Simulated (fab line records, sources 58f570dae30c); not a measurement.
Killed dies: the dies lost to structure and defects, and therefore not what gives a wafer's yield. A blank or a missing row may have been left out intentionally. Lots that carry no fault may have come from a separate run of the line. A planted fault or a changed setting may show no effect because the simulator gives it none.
Which tool is to blame? ; flow berkeley-cmos170 ; 36 wafers sampled from 12 lots at 1 step of a route of 331

## WHAT EACH GAUGE READ, for each wafer
UCB170_NWELL_OVL_MEAS_12.
lot;measured;on;NWELL_OVL (nm)
L075;day 2 18:49;overlay-02;5 2 8
L077;day 3 06:39;overlay-02;3 6 2
L079;day 3 19:35;overlay-02;-11 -10 -11
L081;day 3 20:03;overlay-01;-11 -5 -7
L083;day 4 11:25;overlay-02;11 1 5
L086;day 4 20:38;overlay-01;0 -3 -3
L087;day 5 09:49;overlay-02;-2 -5 -6
L088;day 5 10:22;overlay-02;5 -3 0
L093;day 6 12:57;overlay-01;0 -12 -5
L094;day 6 13:29;overlay-01;-4 -6 -6
L095;day 6 20:08;overlay-01;4 6 2
L096;day 7 05:18;overlay-01;-5 -2 -12

## WHAT TOOL EACH LOT RAN ON (gives the tool, then ch and the chambers of the sampled wafers, and finally the start)
There is no process step in the record ahead of these readings.

## THE ANSWER, worked out from the rows above alone
Rule: the lots themselves supply what counts as usual. The widest of any qualifying gaps counts: lots, ordered by their means at a reading, are off when they make up no more than a third of the lots, leave a main group of 4 or more, and stand apart from it by 3 or more times the standard deviation of that group's means. A main group whose means are all the same, to the digits that the tables above print for the reading, isn't used. Also off: a lot with no number at a reading for which 4 or more lots have one. The other lots that the step has rows for count as sound.
No lot is off at any reading shown: from this, nothing can be told.

## WHAT THE SIMULATOR PUT IN
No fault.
